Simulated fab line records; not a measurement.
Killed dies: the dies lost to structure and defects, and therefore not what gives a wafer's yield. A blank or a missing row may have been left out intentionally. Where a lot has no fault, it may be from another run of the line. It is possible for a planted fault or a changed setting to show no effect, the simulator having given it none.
8D (eight disciplines) problem report, filled in by code | flow rit cmos | the parts of the form that need people (team, actions taken, sign-off) are left out

== 1. WHAT WENT WRONG ==
On 3 wafers of 1 lot, run length s at RIT_GATE_CLEAN_04 has a mean of 55.6 s; fault-free wafers read 87.2 s, standard deviation 2.2. That is -14 standard deviations from the usual mean.
The step: cleans in dHF, time 60 s.
The first sign was on wafer L149.3 at day 3 13:52, on wet bench-02. At this step, 39 wafers from 13 lots have a number in the record. By rule, "out" or "out of limits" means more than 4 standard deviations away from the usual mean. All remaining wafers that have a number are taken as sound.

== 2. WHAT IT IS AND WHAT IT IS NOT ==
question                    | is                     | is not
which readings at this step | run length s           | -
which lots                  | L149                   | L144, L145, L146, L147, L148, L152, L159, L160, L161, L163, L165, L166
which wafers of those lots  | all that have a number | -
read on which tools         | wet bench-02           | wet bench-01, wet bench-04
when                        | from day 3 13:52       | up to then (15 sound wafers); but 21 sound wafers of L152, L159, L160, L161, L163, L165, L166 came after

== 3. THE SUSPECTS, EACH WITH WHAT RULES IT OUT ==
Counting: any tool at a process step up to the reading is kept as a suspect provided that every lot that is out went through it and no sound lot did after the first of them.
- wet bench-02 at RIT_GATE_CLEAN_04 (cleans in dHF, time 60 s): kept. It ran the lot that is out, L149 (day 3 13:52), and no sound lot after that; its last sound lot up to then is L147 (day 3 05:26). On those wafers its own readings are out: run length s.
Remaining after the count: wet bench-02 at RIT_GATE_CLEAN_04.

== 4. THE CAUSE (what the simulator had put in) ==
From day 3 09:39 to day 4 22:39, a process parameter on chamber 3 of wet bench-02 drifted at RIT_GATE_CLEAN_04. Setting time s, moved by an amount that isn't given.
Only this tool survived the counting.

== 5. SEQUENCE OF EFFECTS, ordered by route ==
Each row: a reading whose mean over the struck wafers that have a number lies more than 3 standard deviations from the usual. Only readings for which the record gives a usual standard deviation are gone through. hours: the time from each lot's start at the first step in this table that gives one to its start at this step, as a median over the lots. sigmas: the change in usual standard deviations.
hours | step              | reading      | usual  | on struck wafers | change | sigmas
0     | RIT_GATE_CLEAN_04 | run length s | 87.2 s | 55.6             | -31.6  | -14
Its process steps:
- RIT_GATE_CLEAN_04: cleans in dHF, time 60 s.
Later measuring or inspecting steps at which every struck wafer that the step has a row for has a number for every such reading, and none has moved that far: RIT_SDANNEAL_RS_MEAS_07.

== 6. HOW IT WOULD HAVE BEEN CAUGHT EARLIER ==
The fault began at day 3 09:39; the first out-of-limits reading in this record came at day 3 13:52, 4 hours later.
